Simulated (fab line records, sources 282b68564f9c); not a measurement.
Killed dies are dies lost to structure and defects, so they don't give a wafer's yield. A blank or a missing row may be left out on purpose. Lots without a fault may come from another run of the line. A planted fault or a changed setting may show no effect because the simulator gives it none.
Tool commonality check | flow rit_cmos | 14 lots, 42 wafers sampled

WHY IT WAS OPENED
At RIT_NSD_TW_MEAS_10 the reading NSD_TW is flagged on 2 of 14 lots. Wafers without a fault read 3120, standard deviation 20.
Rule: a lot is flagged when every wafer of it that has a number lies more than 4 standard deviations from that mean, or none has a number. The other lots count as sound.

lot  | measured    | on            | NSD_TW, wafer by wafer | flag
L393 | day 3 01:34 | film_metro-04 | 3137 3147 3140         |
L394 | day 3 05:39 | film_metro-04 | 3153 3146 3147         |
L395 | day 3 16:22 | film_metro-03 | 3084 3110 3093         |
L397 | day 4 03:35 | film_metro-02 | 3130 3129 3134         |
L398 | day 4 03:41 | film_metro-03 | 3095 3088 3106         |
L400 | day 4 16:59 | film_metro-03 | 3088 3079 3096         |
L401 | day 4 21:56 | film_metro-02 | 3124 3139 3116         |
L402 | day 5 02:53 | film_metro-03 | 3089 3108 3117         |
L403 | day 5 08:42 | film_metro-02 | 3124 3130 3103         |
L405 | day 5 15:28 | film_metro-04 | 3479 3461 3475         | FLAGGED
L407 | day 6 01:11 | film_metro-03 | 3102 3096 3098         |
L409 | day 6 09:23 | film_metro-04 | 3471 3480 3458         | FLAGGED
L415 | day 7 16:26 | film_metro-02 | 3103 3112 3109         |
L416 | day 7 22:36 | film_metro-04 | 3154 3149 3133         |
The numbers of the flagged lots are 3471 on average: +351 against the usual, or +18 standard deviations.

WHICH TOOL RAN EACH LOT
The record holds 1 process step before the reading, out of a route of 202 steps. In each cell: the tool, then ch and the chambers that the sampled wafers went through, then the start.
lot  | flag    | RIT_NSD_IMPLANT_08
L393 |         | implanter-02 ch 0, day 3 01:16
L394 |         | implanter-02 ch 0, day 3 05:19
L395 |         | implanter-03 ch 0, day 3 16:03
L397 |         | implanter-04 ch 0, day 4 03:19
L398 |         | implanter-02 ch 0, day 4 03:22
L400 |         | implanter-02 ch 0, day 4 16:40
L401 |         | implanter-02 ch 0, day 4 21:38
L402 |         | implanter-02 ch 0, day 5 02:35
L403 |         | implanter-02 ch 0, day 5 08:25
L405 | FLAGGED | implanter-02 ch 0, day 5 15:09
L407 |         | implanter-04 ch 0, day 6 00:51
L409 | FLAGGED | implanter-02 ch 0, day 6 09:04
L415 |         | implanter-04 ch 0, day 7 16:06
L416 |         | implanter-04 ch 0, day 7 22:17
What these steps do:
- RIT_NSD_IMPLANT_08
- RIT_NSD_TW_MEAS_10

FLAGGED OVER TOTAL, TOOL BY TOOL (the gauges that took the reading come last)
step               | tool          | lots run | flagged | share of the flagged lots | sound lots run after its first flagged lot
RIT_NSD_IMPLANT_08 | implanter-02  | 9        | 2       | all                       | 0
RIT_NSD_IMPLANT_08 | implanter-03  | 1        | 0       | none                      | -
RIT_NSD_IMPLANT_08 | implanter-04  | 4        | 0       | none                      | -
RIT_NSD_TW_MEAS_10 | film_metro-02 | 4        | 0       | none                      | -
RIT_NSD_TW_MEAS_10 | film_metro-03 | 5        | 0       | none                      | -
RIT_NSD_TW_MEAS_10 | film_metro-04 | 5        | 2       | all                       | 1 (L416)

WHAT THE TABLE ALLOWS
2 rows of the table ran every flagged lot: implanter-02 at RIT_NSD_IMPLANT_08, film_metro-04 at RIT_NSD_TW_MEAS_10.
- implanter-02 at RIT_NSD_IMPLANT_08: 2 of its 9 lots flagged. Its last sound lot is L403 (day 5 08:25), its first flagged lot L405 (day 5 15:09): a fault that began between those two fits. Its own readings lie more than 4 standard deviations out on every wafer of the flagged lots: dose_ions_cm2, faraday_current_uA.
- film_metro-04 at RIT_NSD_TW_MEAS_10: 2 of its 5 lots flagged. Sound lots ran on it after the first flagged one (L416), which a lasting fault on the whole tool wouldn't allow.
One tool is left: implanter-02 at RIT_NSD_IMPLANT_08.

WHAT THE SIMULATOR HAD PUT IN
Process parameter drift: implanter-02, from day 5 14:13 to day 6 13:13, at RIT_NSD_IMPLANT_08. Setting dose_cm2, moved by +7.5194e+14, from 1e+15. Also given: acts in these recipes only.
Lots struck among those shown: L405, L409. The rule above found the same.
